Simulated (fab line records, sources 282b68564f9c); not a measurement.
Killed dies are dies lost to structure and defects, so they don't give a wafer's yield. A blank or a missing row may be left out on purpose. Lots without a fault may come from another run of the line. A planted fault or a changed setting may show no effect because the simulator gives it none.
Which tool did it? | flow rit_cmos | 13 lots, 39 wafers sampled, at 1 step of a route of 202

WHAT THE GAUGES READ, wafer by wafer
The record holds no reading of a measuring or inspecting step that can be judged against a usual standard deviation.

WHICH TOOL RAN EACH LOT (tool, then ch and the chambers of the sampled wafers, then the start)
lot  | RIT_ACTIVE_ETCH_13
L595 | rie_diel-03 ch 0,2,3, day 1 14:50
L596 | rie_diel-04 ch 0,1,2, day 1 19:50
L598 | rie_diel-03 ch 0,1,3, day 2 05:43
L599 | rie_diel-01 ch 1,2, day 2 10:50
L601 | rie_diel-04 ch 0,2,3, day 2 20:50
L602 | rie_diel-03 ch 0,1,3, day 3 01:50
L603 | rie_diel-03 ch 0,1,3, day 3 06:54
L605 | rie_diel-03 ch 0,1,3, day 3 17:49
L607 | rie_diel-01 ch 1,2,3, day 4 02:54
L608 | rie_diel-01 ch 2,3, day 4 07:43
L611 | rie_diel-01 ch 0,1,3, day 5 00:11
L617 | rie_diel-01 ch 0,2, day 6 06:43
L618 | rie_diel-03 ch 0,2, day 6 09:50
- RIT_ACTIVE_ETCH_13: etches Si3N4 in SF6, stops on SiO2, time 210 s, target depth 210 nm.

WHAT THE TOOLS THEMSELVES READ (means of the sampled wafers that have a number; where no wafer has one, the mark that the record gives instead)
RIT_ACTIVE_ETCH_13. Usual: drypump_motor_current_A 5.9 A, standard deviation 0.45; oes_product_au 0.826 a.u., standard deviation 0.015; rf_fwd_power_W 124.6 W, standard deviation 0.4; throttle_valve_pct 7.55 %, standard deviation 0.13.
lot  | tool        | drypump_motor_current_A (A) | oes_product_au (a.u.) | rf_fwd_power_W (W) | throttle_valve_pct (%) | flag
L595 | rie_diel-03 | 6.3                         | 0.831                 | 124.8              | 7.56                   |
L596 | rie_diel-04 | 5.7                         | 0.845                 | 124.6              | 7.57                   |
L598 | rie_diel-03 | 6.0                         | 0.829                 | 125.0              | 7.63                   |
L599 | rie_diel-01 | 6.3                         | 0.818                 | 124.5              | 7.35                   |
L601 | rie_diel-04 | 5.6                         | 0.827                 | 124.6              | 7.59                   |
L602 | rie_diel-03 | 6.0                         | 0.829                 | 124.7              | 7.63                   |
L603 | rie_diel-03 | 6.0                         | 0.834                 | 124.4              | 7.63                   |
L605 | rie_diel-03 | 6.0                         | 0.833                 | 124.2              | 7.63                   |
L607 | rie_diel-01 | 5.9                         | 0.824                 | 124.5              | 7.39                   |
L608 | rie_diel-01 | 5.5                         | 0.821                 | 124.5              | 7.41                   |
L611 | rie_diel-01 | 5.9                         | 0.813                 | 124.9              | 7.44                   |
L617 | rie_diel-01 | 5.5                         | 0.751                 | 124.8              | 7.48                   | OFF
L618 | rie_diel-03 | 6.3                         | 0.834                 | 124.6              | 7.60                   |

THE ANSWER, worked out from the rows above alone
Rule: a lot is off if the mean of its wafers that have a number lies more than 3 standard deviations from the usual mean. A lot without any number at a reading at which 4 lots or more have one is off too. The other lots that the step has rows for count as sound. The gauges are gone through in route order, then the tools' own readings, and for those a lot's mean is taken as printed above. The first step at which some lot is off is used, and at that step the reading that is off furthest; a lot without a number counts as furthest.
Off: L617, at RIT_ACTIVE_ETCH_13 (oes_product_au).
A tool fits if, at that step or a process step before it, it ran every lot that is off, and no sound lot after the first of them. One fits: rie_diel-01 at RIT_ACTIVE_ETCH_13. Its last sound lot is L611 (day 5 00:11), its first lot that is off L617 (day 6 06:43): a fault that began between those two fits.
The tool's own readings at RIT_ACTIVE_ETCH_13 bear it out: on the lots that are off they differ by more than 5 times the standard deviation of the sound lots' means. oes_product_au reads 0.751 a.u. there against 0.828 a.u. on the sound lots.

WHAT THE SIMULATOR HAD PUT IN
Process parameter drift: rie_diel-01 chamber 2, from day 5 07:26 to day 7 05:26, at RIT_ACTIVE_ETCH_13. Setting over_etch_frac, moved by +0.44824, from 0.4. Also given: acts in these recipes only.
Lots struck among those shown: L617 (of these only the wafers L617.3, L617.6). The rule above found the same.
